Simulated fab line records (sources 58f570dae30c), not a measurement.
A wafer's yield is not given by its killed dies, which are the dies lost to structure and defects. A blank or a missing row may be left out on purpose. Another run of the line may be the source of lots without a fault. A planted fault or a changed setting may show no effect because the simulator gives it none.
fab line records / flow berkeleyCmos170
[record] lots = 14 wafers = 42 lastDay = 13
route steps=331 shown PWELL@37 FIELD@90 SILICIDE@211
lots untouched by any fault: they come from a run of this same line in which no faults occurred
startH: hours from the record's opening day to when the first of the lot's shown wafers began / waitH: time in hours since the lot's previous step / " repeats the value in the row above / L1.1+2: a row that stands for several wafers / - no value, or no start given / * or withheld: withheld / < > ~ a bound
route shown NAME@n: names a module that has steps shown in the file, with the first one's number in the route / usual: the fault-free wafers' mean and standard deviation / same: alike in all rows / chamber/n: place in a boat / sites: per-site readings / _std_site: the values' standard deviation / _edge_site: outer sites' mean less inner sites' / radiusMm: how far each site lies from the wafer's centre / mask NAME#n: copy n / behind: the most recent tool/chamber to have shaped the wafer / hold: cause of the lot's hold/its duration in hours/its outcome / device: which transistor (n, p or np) failed to switch / end of line: the route-end tests of the same wafers / step lacking rows: just its recipe / killed: at the first sort, the dies lost to defects and structure; wafer yield is something else / map: per-die view of a wafer (x killed, . not killed, _ where there is no die)
set.NAME: the setting the step ran with; set.NAME@STEP: the setting that earlier step ran with / model.NAME: the simulator's own value behind a step, which no gauge read
route steps across a sampled set of lots; one table per step, one row per wafer
services: from which hour (startH, from the record's first day; less than 0 if before it) a tool's chamber was out of use, for how many hours, and why
[[steps]]
[step UCB170_PWELL_THK_MEAS_03]
[recipe] reads = SiO2_of_PWELL_OXIDATION_02
[usual] PWELL_OXIDE_THK = 26.3/0.59
lot.wafer=L842.2 tool=filmMetro-02 chamber=- startH=45.07 waitH=0.0 PWELL_OXIDE_THK[nm]=25.7
lot.wafer=L842.4 tool=filmMetro-02 chamber=- startH=45.07 waitH=0.0 PWELL_OXIDE_THK[nm]=25.6
lot.wafer=L842.6 tool=filmMetro-02 chamber=- startH=45.07 waitH=0.0 PWELL_OXIDE_THK[nm]=26.0
lot.wafer=L843.2 tool=filmMetro-04 chamber=- startH=56.32 waitH=0.0 PWELL_OXIDE_THK[nm]=25.0
lot.wafer=L843.3 tool=filmMetro-04 chamber=- startH=56.32 waitH=0.0 PWELL_OXIDE_THK[nm]=25.1
lot.wafer=L843.4 tool=filmMetro-04 chamber=- startH=56.32 waitH=0.0 PWELL_OXIDE_THK[nm]=25.3
lot.wafer=L845.2 tool=filmMetro-04 chamber=- startH=67.50 waitH=0.0 PWELL_OXIDE_THK[nm]=27.2
lot.wafer=L845.3 tool=filmMetro-04 chamber=- startH=67.50 waitH=0.0 PWELL_OXIDE_THK[nm]=27.1
lot.wafer=L845.6 tool=filmMetro-04 chamber=- startH=67.50 waitH=0.0 PWELL_OXIDE_THK[nm]=26.9
lot.wafer=L848.3 tool=filmMetro-02 chamber=- startH=80.83 waitH=0.0 PWELL_OXIDE_THK[nm]=27.7
lot.wafer=L848.4 tool=filmMetro-02 chamber=- startH=80.83 waitH=0.0 PWELL_OXIDE_THK[nm]=27.3
lot.wafer=L848.5 tool=filmMetro-02 chamber=- startH=80.83 waitH=0.0 PWELL_OXIDE_THK[nm]=27.4
lot.wafer=L850.2 tool=filmMetro-04 chamber=- startH=86.93 waitH=0.0 PWELL_OXIDE_THK[nm]=27.0
lot.wafer=L850.5 tool=filmMetro-04 chamber=- startH=86.93 waitH=0.0 PWELL_OXIDE_THK[nm]=27.0
lot.wafer=L850.6 tool=filmMetro-04 chamber=- startH=86.93 waitH=0.0 PWELL_OXIDE_THK[nm]=27.1
lot.wafer=L856.2 tool=filmMetro-04 chamber=- startH=115.57 waitH=0.0 PWELL_OXIDE_THK[nm]=26.5
lot.wafer=L856.3 tool=filmMetro-04 chamber=- startH=115.57 waitH=0.0 PWELL_OXIDE_THK[nm]=27.3
lot.wafer=L856.4 tool=filmMetro-04 chamber=- startH=115.57 waitH=0.0 PWELL_OXIDE_THK[nm]=27.2
lot.wafer=L859.1 tool=filmMetro-01 chamber=- startH=135.17 waitH=0.0 PWELL_OXIDE_THK[nm]=25.6
lot.wafer=L859.3 tool=filmMetro-01 chamber=- startH=135.17 waitH=0.0 PWELL_OXIDE_THK[nm]=26.1
lot.wafer=L859.5 tool=filmMetro-01 chamber=- startH=135.17 waitH=0.0 PWELL_OXIDE_THK[nm]=25.8
lot.wafer=L860.1 tool=filmMetro-04 chamber=- startH=135.17 waitH=0.0 PWELL_OXIDE_THK[nm]=26.3
lot.wafer=L860.2 tool=filmMetro-04 chamber=- startH=135.17 waitH=0.0 PWELL_OXIDE_THK[nm]=26.0
lot.wafer=L860.6 tool=filmMetro-04 chamber=- startH=135.17 waitH=0.0 PWELL_OXIDE_THK[nm]=26.0
lot.wafer=L858.2 tool=filmMetro-02 chamber=- startH=135.18 waitH=0.0 PWELL_OXIDE_THK[nm]=26.3
lot.wafer=L858.3 tool=filmMetro-02 chamber=- startH=135.18 waitH=0.0 PWELL_OXIDE_THK[nm]=26.0
lot.wafer=L858.4 tool=filmMetro-02 chamber=- startH=135.18 waitH=0.0 PWELL_OXIDE_THK[nm]=26.0
lot.wafer=L861.2 tool=filmMetro-02 chamber=- startH=150.45 waitH=0.0 PWELL_OXIDE_THK[nm]=27.1
lot.wafer=L861.3 tool=filmMetro-02 chamber=- startH=150.45 waitH=0.0 PWELL_OXIDE_THK[nm]=26.1
lot.wafer=L861.6 tool=filmMetro-02 chamber=- startH=150.45 waitH=0.0 PWELL_OXIDE_THK[nm]=26.6
lot.wafer=L862.2 tool=filmMetro-04 chamber=- startH=150.45 waitH=0.0 PWELL_OXIDE_THK[nm]=26.6
lot.wafer=L862.5 tool=filmMetro-04 chamber=- startH=150.45 waitH=0.0 PWELL_OXIDE_THK[nm]=26.3
lot.wafer=L862.6 tool=filmMetro-04 chamber=- startH=150.45 waitH=0.0 PWELL_OXIDE_THK[nm]=26.8
lot.wafer=L863.1 tool=filmMetro-02 chamber=- startH=164.79 waitH=0.0 PWELL_OXIDE_THK[nm]=25.7
lot.wafer=L863.2 tool=filmMetro-02 chamber=- startH=164.79 waitH=0.0 PWELL_OXIDE_THK[nm]=26.3
lot.wafer=L863.5 tool=filmMetro-02 chamber=- startH=164.79 waitH=0.0 PWELL_OXIDE_THK[nm]=25.5
lot.wafer=L864.1 tool=filmMetro-01 chamber=- startH=164.79 waitH=0.0 PWELL_OXIDE_THK[nm]=26.4
lot.wafer=L864.3 tool=filmMetro-01 chamber=- startH=164.79 waitH=0.0 PWELL_OXIDE_THK[nm]=26.8
lot.wafer=L864.6 tool=filmMetro-01 chamber=- startH=164.79 waitH=0.0 PWELL_OXIDE_THK[nm]=26.6
lot.wafer=L865.1 tool=filmMetro-01 chamber=- startH=173.16 waitH=0.0 PWELL_OXIDE_THK[nm]=26.0
lot.wafer=L865.2 tool=filmMetro-01 chamber=- startH=173.16 waitH=0.0 PWELL_OXIDE_THK[nm]=26.0
lot.wafer=L865.5 tool=filmMetro-01 chamber=- startH=173.16 waitH=0.0 PWELL_OXIDE_THK[nm]=25.8
[step UCB170_FIELD_OXIDATION_01]
[recipe] tempC = 1000 ambient = H2O pH2oTorr = 584.62 targetThkA = 5583 oxTimeS = 7200
[usual] oxTempC = 1000.1/0.43 oxTempCMax = 1004.2/1.2 oxTimeS = 7200/0 zonePowerCentrePct = 49.1/2
lot.wafer=L842.2 tool=furnace-04 chamber=0 startH=105.23 waitH=4.0 oxTempC=1000.1 oxTempCMax=1003.4 oxTimeS=7200 zonePowerCentrePct=50.5
lot.wafer=L842.4 tool=furnace-04 chamber=0 startH=105.23 waitH=4.0 oxTempC=1000.2 oxTempCMax=1003.6 oxTimeS=7200 zonePowerCentrePct=50.4
lot.wafer=L842.6 tool=furnace-04 chamber=0 startH=105.23 waitH=4.0 oxTempC=1000.1 oxTempCMax=1003.5 oxTimeS=7200 zonePowerCentrePct=50.4
lot.wafer=L843.2 tool=furnace-02 chamber=0 startH=111.21 waitH=4.5 oxTempC=1000.2 oxTempCMax=1006.7 oxTimeS=7200 zonePowerCentrePct=45.0
lot.wafer=L843.3 tool=furnace-02 chamber=0 startH=111.21 waitH=4.5 oxTempC=1000.2 oxTempCMax=1005.5 oxTimeS=7200 zonePowerCentrePct=45.6
lot.wafer=L843.4 tool=furnace-02 chamber=0 startH=111.21 waitH=4.5 oxTempC=999.0 oxTempCMax=1005.2 oxTimeS=7200 zonePowerCentrePct=45.0
lot.wafer=L845.2 tool=furnace-02 chamber=0 startH=120.89 waitH=2.2 oxTempC=1000.7 oxTempCMax=1006.8 oxTimeS=7200 zonePowerCentrePct=44.8
lot.wafer=L845.3 tool=furnace-02 chamber=0 startH=120.89 waitH=2.2 oxTempC=999.7 oxTempCMax=1006.3 oxTimeS=7200 zonePowerCentrePct=45.4
lot.wafer=L845.6 tool=furnace-02 chamber=0 startH=120.89 waitH=2.2 oxTempC=1000.0 oxTempCMax=1005.3 oxTimeS=7200 zonePowerCentrePct=45.5
lot.wafer=L848.3 tool=furnace-01 chamber=0 startH=130.82 waitH=5.7 oxTempC=999.3 oxTempCMax=1003.3 oxTimeS=7200 zonePowerCentrePct=49.6
lot.wafer=L848.4 tool=furnace-01 chamber=0 startH=130.82 waitH=5.7 oxTempC=999.7 oxTempCMax=1002.4 oxTimeS=7200 zonePowerCentrePct=50.3
lot.wafer=L848.5 tool=furnace-01 chamber=0 startH=130.82 waitH=5.7 oxTempC=999.5 oxTempCMax=1002.9 oxTimeS=7200 zonePowerCentrePct=51.0
lot.wafer=L850.2 tool=furnace-01 chamber=0 startH=130.82 waitH=5.4 oxTempC=1000.1 oxTempCMax=1002.9 oxTimeS=7200 zonePowerCentrePct=51.1
lot.wafer=L850.5 tool=furnace-01 chamber=0 startH=130.82 waitH=5.4 oxTempC=1000.2 oxTempCMax=1003.4 oxTimeS=7200 zonePowerCentrePct=50.2
lot.wafer=L850.6 tool=furnace-01 chamber=0 startH=130.82 waitH=5.4 oxTempC=999.5 oxTempCMax=1003.3 oxTimeS=7200 zonePowerCentrePct=50.6
lot.wafer=L856.2 tool=furnace-01 chamber=0 startH=169.21 waitH=3.7 oxTempC=1001.1 oxTempCMax=1003.9 oxTimeS=7200 zonePowerCentrePct=50.3
lot.wafer=L856.3 tool=furnace-01 chamber=0 startH=169.21 waitH=3.7 oxTempC=1000.4 oxTempCMax=1003.8 oxTimeS=7200 zonePowerCentrePct=49.2
lot.wafer=L856.4 tool=furnace-01 chamber=0 startH=169.21 waitH=3.7 oxTempC=999.7 oxTempCMax=1003.3 oxTimeS=7200 zonePowerCentrePct=50.7
lot.wafer=L858.2 tool=furnace-04 chamber=- startH=192.27 waitH=4.3 oxTempC=- oxTempCMax=- oxTimeS=- zonePowerCentrePct=-
lot.wafer=L858.3 tool=furnace-04 chamber=- startH=192.27 waitH=4.3 oxTempC=- oxTempCMax=- oxTimeS=- zonePowerCentrePct=-
lot.wafer=L858.4 tool=furnace-04 chamber=- startH=192.27 waitH=4.3 oxTempC=- oxTempCMax=- oxTimeS=- zonePowerCentrePct=-
lot.wafer=L859.1 tool=furnace-04 chamber=- startH=192.27 waitH=4.8 oxTempC=- oxTempCMax=- oxTimeS=- zonePowerCentrePct=-
lot.wafer=L859.3 tool=furnace-04 chamber=- startH=192.27 waitH=4.8 oxTempC=- oxTempCMax=- oxTimeS=- zonePowerCentrePct=-
lot.wafer=L859.5 tool=furnace-04 chamber=- startH=192.27 waitH=4.8 oxTempC=- oxTempCMax=- oxTimeS=- zonePowerCentrePct=-
lot.wafer=L860.1 tool=furnace-04 chamber=0 startH=192.27 waitH=5.0 oxTempC=1000.3 oxTempCMax=1005.4 oxTimeS=7200 zonePowerCentrePct=50.0
lot.wafer=L860.2 tool=furnace-04 chamber=0 startH=192.27 waitH=5.0 oxTempC=999.6 oxTempCMax=1004.4 oxTimeS=7200 zonePowerCentrePct=49.7
lot.wafer=L860.6 tool=furnace-04 chamber=0 startH=192.27 waitH=5.0 oxTempC=1000.1 oxTempCMax=1004.1 oxTimeS=7200 zonePowerCentrePct=50.7
lot.wafer=L861.2 tool=furnace-04 chamber=0 startH=192.27 waitH=1.9 oxTempC=1000.0 oxTempCMax=1003.8 oxTimeS=7200 zonePowerCentrePct=50.2
lot.wafer=L861.3 tool=furnace-04 chamber=0 startH=192.27 waitH=1.9 oxTempC=1000.0 oxTempCMax=1004.0 oxTimeS=7200 zonePowerCentrePct=49.9
lot.wafer=L861.6 tool=furnace-04 chamber=0 startH=192.27 waitH=1.9 oxTempC=1000.3 oxTempCMax=1005.0 oxTimeS=7200 zonePowerCentrePct=49.6
lot.wafer=L862.2 tool=furnace-04 chamber=0 startH=192.27 waitH=1.8 oxTempC=1000.2 oxTempCMax=1003.7 oxTimeS=7200 zonePowerCentrePct=50.6
lot.wafer=L862.5 tool=furnace-04 chamber=0 startH=192.27 waitH=1.8 oxTempC=1000.3 oxTempCMax=1004.6 oxTimeS=7200 zonePowerCentrePct=50.0
lot.wafer=L862.6 tool=furnace-04 chamber=0 startH=192.27 waitH=1.8 oxTempC=999.4 oxTempCMax=1003.1 oxTimeS=7200 zonePowerCentrePct=49.3
lot.wafer=L863.1 tool=furnace-01 chamber=0 startH=214.66 waitH=3.3 oxTempC=1000.1 oxTempCMax=1003.4 oxTimeS=7200 zonePowerCentrePct=50.2
lot.wafer=L863.2 tool=furnace-01 chamber=0 startH=214.66 waitH=3.3 oxTempC=999.6 oxTempCMax=1002.9 oxTimeS=7200 zonePowerCentrePct=50.7
lot.wafer=L863.5 tool=furnace-01 chamber=0 startH=214.66 waitH=3.3 oxTempC=999.2 oxTempCMax=1002.0 oxTimeS=7200 zonePowerCentrePct=50.9
lot.wafer=L864.1 tool=furnace-01 chamber=0 startH=214.66 waitH=3.5 oxTempC=999.5 oxTempCMax=1002.6 oxTimeS=7200 zonePowerCentrePct=50.9
lot.wafer=L864.3 tool=furnace-01 chamber=0 startH=214.66 waitH=3.5 oxTempC=999.7 oxTempCMax=1003.6 oxTimeS=7200 zonePowerCentrePct=50.1
lot.wafer=L864.6 tool=furnace-01 chamber=0 startH=214.66 waitH=3.5 oxTempC=1000.6 oxTempCMax=1004.1 oxTimeS=7200 zonePowerCentrePct=50.4
lot.wafer=L865.1 tool=furnace-02 chamber=0 startH=222.14 waitH=2.6 oxTempC=1000.7 oxTempCMax=1006.5 oxTimeS=7200 zonePowerCentrePct=45.5
lot.wafer=L865.2 tool=furnace-02 chamber=0 startH=222.14 waitH=2.6 oxTempC=999.8 oxTempCMax=1005.7 oxTimeS=7200 zonePowerCentrePct=45.3
lot.wafer=L865.5 tool=furnace-02 chamber=0 startH=222.14 waitH=2.6 oxTempC=999.8 oxTempCMax=1005.6 oxTimeS=7200 zonePowerCentrePct=45.4
[step UCB170_SILICIDE_SPUTTER_01]
[recipe] material = Ti targetThkNm = 30 timeS = 25 powerW = 1500 chamberPressurePa = 0.5
[usual] cathodeDcPowerW = 1500.0/0.25 throttleValvePct = 30.3/0.81
lot.wafer=L842.2 tool=pvdSputter-01 chamber=- startH=173.47 waitH=0.0 cathodeDcPowerW=1499.7 throttleValvePct=32.2
lot.wafer=L842.4 tool=pvdSputter-01 chamber=- startH=173.47 waitH=0.0 cathodeDcPowerW=1500.1 throttleValvePct=30.8
lot.wafer=L842.6 tool=pvdSputter-01 chamber=- startH=173.47 waitH=0.0 cathodeDcPowerW=1500.3 throttleValvePct=30.8
lot.wafer=L843.2 tool=pvdSputter-03 chamber=- startH=179.44 waitH=0.0 cathodeDcPowerW=1499.7 throttleValvePct=31.0
lot.wafer=L843.3 tool=pvdSputter-03 chamber=- startH=179.44 waitH=0.0 cathodeDcPowerW=1499.7 throttleValvePct=29.7
lot.wafer=L843.4 tool=pvdSputter-03 chamber=- startH=179.44 waitH=0.0 cathodeDcPowerW=1499.7 throttleValvePct=30.2
lot.wafer=L845.2 tool=pvdSputter-02 chamber=- startH=188.40 waitH=0.0 cathodeDcPowerW=1499.9 throttleValvePct=29.5
lot.wafer=L845.3 tool=pvdSputter-02 chamber=- startH=188.40 waitH=0.0 cathodeDcPowerW=1499.7 throttleValvePct=30.5
lot.wafer=L845.6 tool=pvdSputter-02 chamber=- startH=188.40 waitH=0.0 cathodeDcPowerW=1500.2 throttleValvePct=30.6
lot.wafer=L850.2 tool=pvdSputter-03 chamber=- startH=197.54 waitH=0.0 cathodeDcPowerW=1500.0 throttleValvePct=30.1
lot.wafer=L850.5 tool=pvdSputter-03 chamber=- startH=197.54 waitH=0.0 cathodeDcPowerW=1499.8 throttleValvePct=30.2
lot.wafer=L850.6 tool=pvdSputter-03 chamber=- startH=197.54 waitH=0.0 cathodeDcPowerW=1499.5 throttleValvePct=29.5
lot.wafer=L848.3 tool=pvdSputter-02 chamber=- startH=198.17 waitH=0.0 cathodeDcPowerW=1500.0 throttleValvePct=29.7
lot.wafer=L848.4 tool=pvdSputter-02 chamber=- startH=198.17 waitH=0.0 cathodeDcPowerW=1500.1 throttleValvePct=31.3
lot.wafer=L848.5 tool=pvdSputter-02 chamber=- startH=198.17 waitH=0.0 cathodeDcPowerW=1500.0 throttleValvePct=29.6
lot.wafer=L856.2 tool=pvdSputter-01 chamber=- startH=236.39 waitH=0.0 cathodeDcPowerW=1500.1 throttleValvePct=29.5
lot.wafer=L856.3 tool=pvdSputter-01 chamber=- startH=236.39 waitH=0.0 cathodeDcPowerW=1500.1 throttleValvePct=30.0
lot.wafer=L856.4 tool=pvdSputter-01 chamber=- startH=236.39 waitH=0.0 cathodeDcPowerW=1500.0 throttleValvePct=31.0
lot.wafer=L860.1 tool=pvdSputter-03 chamber=- startH=258.03 waitH=0.0 cathodeDcPowerW=1499.9 throttleValvePct=29.4
lot.wafer=L860.2 tool=pvdSputter-03 chamber=- startH=258.03 waitH=0.0 cathodeDcPowerW=1499.6 throttleValvePct=29.9
lot.wafer=L860.6 tool=pvdSputter-03 chamber=- startH=258.03 waitH=0.0 cathodeDcPowerW=1499.4 throttleValvePct=30.3
lot.wafer=L862.2 tool=pvdSputter-03 chamber=- startH=259.23 waitH=0.0 cathodeDcPowerW=1499.9 throttleValvePct=30.2
lot.wafer=L862.5 tool=pvdSputter-03 chamber=- startH=259.23 waitH=0.0 cathodeDcPowerW=1499.5 throttleValvePct=29.6
lot.wafer=L862.6 tool=pvdSputter-03 chamber=- startH=259.23 waitH=0.0 cathodeDcPowerW=1499.8 throttleValvePct=30.8
lot.wafer=L861.2 tool=pvdSputter-01 chamber=- startH=259.51 waitH=0.0 cathodeDcPowerW=1500.1 throttleValvePct=31.9
lot.wafer=L861.3 tool=pvdSputter-01 chamber=- startH=259.51 waitH=0.0 cathodeDcPowerW=1500.0 throttleValvePct=31.0
lot.wafer=L861.6 tool=pvdSputter-01 chamber=- startH=259.51 waitH=0.0 cathodeDcPowerW=1500.0 throttleValvePct=29.9
lot.wafer=L863.1 tool=pvdSputter-02 chamber=- startH=279.42 waitH=0.0 cathodeDcPowerW=1500.4 throttleValvePct=31.3
lot.wafer=L863.2 tool=pvdSputter-02 chamber=- startH=279.42 waitH=0.0 cathodeDcPowerW=1500.4 throttleValvePct=30.5
lot.wafer=L863.5 tool=pvdSputter-02 chamber=- startH=279.42 waitH=0.0 cathodeDcPowerW=1500.0 throttleValvePct=30.6
lot.wafer=L864.1 tool=pvdSputter-03 chamber=- startH=280.18 waitH=0.0 cathodeDcPowerW=1499.8 throttleValvePct=30.2
lot.wafer=L864.3 tool=pvdSputter-03 chamber=- startH=280.18 waitH=0.0 cathodeDcPowerW=1499.3 throttleValvePct=29.4
lot.wafer=L864.6 tool=pvdSputter-03 chamber=- startH=280.18 waitH=0.0 cathodeDcPowerW=1500.2 throttleValvePct=30.9
lot.wafer=L865.1 tool=pvdSputter-02 chamber=- startH=296.48 waitH=0.0 cathodeDcPowerW=1499.9 throttleValvePct=29.4
lot.wafer=L865.2 tool=pvdSputter-02 chamber=- startH=296.48 waitH=0.0 cathodeDcPowerW=1499.9 throttleValvePct=31.4
lot.wafer=L865.5 tool=pvdSputter-02 chamber=- startH=296.48 waitH=0.0 cathodeDcPowerW=1500.3 throttleValvePct=29.5
[step UCB170_SILICIDE_RTA_04]
[recipe] tempC = 650 timeS = 15 ambient = N2
[usual] lampPowerPct = 9.51/0.24 wafer_temp_C_max = 653.1/0.78
lot.wafer=L842.2 tool=rtpAnneal-01 chamber=0 startH=173.69 waitH=0.1 lampPowerPct=9.74 wafer_temp_C_max=652.3
lot.wafer=L842.4 tool=rtpAnneal-01 chamber=0 startH=173.69 waitH=0.1 lampPowerPct=9.73 wafer_temp_C_max=652.3
lot.wafer=L842.6 tool=rtpAnneal-01 chamber=0 startH=173.69 waitH=0.1 lampPowerPct=9.72 wafer_temp_C_max=652.0
lot.wafer=L843.2 tool=rtpAnneal-01 chamber=0 startH=179.67 waitH=0.1 lampPowerPct=9.72 wafer_temp_C_max=652.2
lot.wafer=L843.3 tool=rtpAnneal-01 chamber=0 startH=179.67 waitH=0.1 lampPowerPct=9.72 wafer_temp_C_max=652.5
lot.wafer=L843.4 tool=rtpAnneal-01 chamber=0 startH=179.67 waitH=0.1 lampPowerPct=9.72 wafer_temp_C_max=653.9
lot.wafer=L845.2 tool=rtpAnneal-02 chamber=0 startH=188.62 waitH=0.1 lampPowerPct=9.25 wafer_temp_C_max=652.9
lot.wafer=L845.3 tool=rtpAnneal-02 chamber=0 startH=188.62 waitH=0.1 lampPowerPct=9.23 wafer_temp_C_max=652.6
lot.wafer=L845.6 tool=rtpAnneal-02 chamber=0 startH=188.62 waitH=0.1 lampPowerPct=9.25 wafer_temp_C_max=653.0
lot.wafer=L850.2 tool=rtpAnneal-02 chamber=0 startH=197.77 waitH=0.1 lampPowerPct=9.23 wafer_temp_C_max=653.7
lot.wafer=L850.5 tool=rtpAnneal-02 chamber=0 startH=197.77 waitH=0.1 lampPowerPct=9.25 wafer_temp_C_max=653.9
lot.wafer=L850.6 tool=rtpAnneal-02 chamber=0 startH=197.77 waitH=0.1 lampPowerPct=9.25 wafer_temp_C_max=653.2
lot.wafer=L848.3 tool=rtpAnneal-01 chamber=0 startH=198.40 waitH=0.1 lampPowerPct=9.72 wafer_temp_C_max=652.4
lot.wafer=L848.4 tool=rtpAnneal-01 chamber=0 startH=198.40 waitH=0.1 lampPowerPct=9.73 wafer_temp_C_max=652.4
lot.wafer=L848.5 tool=rtpAnneal-01 chamber=0 startH=198.40 waitH=0.1 lampPowerPct=9.73 wafer_temp_C_max=652.7
lot.wafer=L856.2 tool=rtpAnneal-02 chamber=0 startH=236.61 waitH=0.1 lampPowerPct=9.25 wafer_temp_C_max=654.0
lot.wafer=L856.3 tool=rtpAnneal-02 chamber=0 startH=236.61 waitH=0.1 lampPowerPct=9.25 wafer_temp_C_max=652.8
lot.wafer=L856.4 tool=rtpAnneal-02 chamber=0 startH=236.61 waitH=0.1 lampPowerPct=9.24 wafer_temp_C_max=653.9
lot.wafer=L860.1 tool=rtpAnneal-01 chamber=0 startH=258.24 waitH=0.1 lampPowerPct=9.73 wafer_temp_C_max=653.9
lot.wafer=L860.2 tool=rtpAnneal-01 chamber=0 startH=258.24 waitH=0.1 lampPowerPct=9.71 wafer_temp_C_max=653.2
lot.wafer=L860.6 tool=rtpAnneal-01 chamber=0 startH=258.24 waitH=0.1 lampPowerPct=9.72 wafer_temp_C_max=653.1
lot.wafer=L862.2 tool=rtpAnneal-01 chamber=0 startH=259.45 waitH=0.1 lampPowerPct=9.73 wafer_temp_C_max=652.8
lot.wafer=L862.5 tool=rtpAnneal-01 chamber=0 startH=259.45 waitH=0.1 lampPowerPct=9.72 wafer_temp_C_max=652.5
lot.wafer=L862.6 tool=rtpAnneal-01 chamber=0 startH=259.45 waitH=0.1 lampPowerPct=9.73 wafer_temp_C_max=652.1
lot.wafer=L861.2 tool=rtpAnneal-02 chamber=0 startH=259.73 waitH=0.1 lampPowerPct=9.24 wafer_temp_C_max=654.1
lot.wafer=L861.3 tool=rtpAnneal-02 chamber=0 startH=259.73 waitH=0.1 lampPowerPct=9.25 wafer_temp_C_max=653.5
lot.wafer=L861.6 tool=rtpAnneal-02 chamber=0 startH=259.73 waitH=0.1 lampPowerPct=9.25 wafer_temp_C_max=653.4
lot.wafer=L863.1 tool=rtpAnneal-01 chamber=0 startH=279.63 waitH=0.1 lampPowerPct=9.71 wafer_temp_C_max=652.1
lot.wafer=L863.2 tool=rtpAnneal-01 chamber=0 startH=279.63 waitH=0.1 lampPowerPct=9.72 wafer_temp_C_max=653.2
lot.wafer=L863.5 tool=rtpAnneal-01 chamber=0 startH=279.63 waitH=0.1 lampPowerPct=9.71 wafer_temp_C_max=651.8
lot.wafer=L864.1 tool=rtpAnneal-02 chamber=0 startH=280.39 waitH=0.1 lampPowerPct=9.23 wafer_temp_C_max=652.9
lot.wafer=L864.3 tool=rtpAnneal-02 chamber=0 startH=280.39 waitH=0.1 lampPowerPct=9.25 wafer_temp_C_max=653.0
lot.wafer=L864.6 tool=rtpAnneal-02 chamber=0 startH=280.39 waitH=0.1 lampPowerPct=9.25 wafer_temp_C_max=652.5
lot.wafer=L865.1 tool=rtpAnneal-01 chamber=0 startH=296.69 waitH=0.1 lampPowerPct=9.73 wafer_temp_C_max=653.3
lot.wafer=L865.2 tool=rtpAnneal-01 chamber=0 startH=296.69 waitH=0.1 lampPowerPct=9.73 wafer_temp_C_max=653.3
lot.wafer=L865.5 tool=rtpAnneal-01 chamber=0 startH=296.69 waitH=0.1 lampPowerPct=9.72 wafer_temp_C_max=652.5
[[services]]
tool=pvdSputter-02 chamber=- startH=84.32 hours=4.9 kind=repair
tool=pvdSputter-01 chamber=- startH=115.96 hours=5.8 kind=repair
tool=furnace-02 chamber=- startH=129.43 hours=3.9 kind=pm
tool=furnace-01 chamber=- startH=142.04 hours=4.8 kind=pm
tool=furnace-04 chamber=- startH=142.95 hours=4.8 kind=pm
tool=furnace-01 chamber=- startH=226.51 hours=3.3 kind=pm
tool=furnace-04 chamber=- startH=243.49 hours=2.8 kind=pm
tool=furnace-04 chamber=- startH=249.76 hours=1.9 kind=pm
tool=pvdSputter-01 chamber=- startH=269.18 hours=4.6 kind=repair
tool=pvdSputter-02 chamber=- startH=273.44 hours=3.6 kind=repair
tool=furnace-04 chamber=- startH=285.13 hours=10.0 kind=pm
tool=furnace-02 chamber=- startH=286.19 hours=3.7 kind=pm
tool=pvdSputter-01 chamber=- startH=286.60 hours=2.7 kind=repair
tool=furnace-02 chamber=- startH=296.67 hours=3.0 kind=pm
[[key]]
[firstSign] step = UCB170_FIELD_OXIDATION_01 reading = toolRecord direction = missing
effect none on later readings
metAt UCB170_FIELD_OXIDATION_01
struckLots L858,L859
laterRowsLeftOut L858.2,L858.3,L858.4,L859.1,L859.3,L859.5
sortLeftOut L858.2,L858.3,L858.4,L859.1,L859.3,L859.5
testerLeftOut L858,L859
notActingAt UCB170_PWELL_THK_MEAS_03,UCB170_SILICIDE_SPUTTER_01,UCB170_SILICIDE_RTA_04
onsetBetween 105.23 192.27
[fault] kind = skippedStepWhole tool = furnace-04 chamber = - onsetH = 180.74 steps = UCB170_FIELD_OXIDATION_01 scope = struckLotsOnly
// testerLeftOut: of these lots the tester's yield and bins aren't shown, on N5 and GAA mostly nor the transistor test; their killed dies are dies lost to structure and defects alone, not to doping, threshold or leakage, so they don't give the yield
// sortLeftOut: the simulated sort isn't trusted on such a fault, so these wafers' sort isn't shown, and their yield isn't known
// laterRowsLeftOut: the simulator's readings of these wafers behind a module that went badly wrong aren't trusted and aren't shown, but for the sort
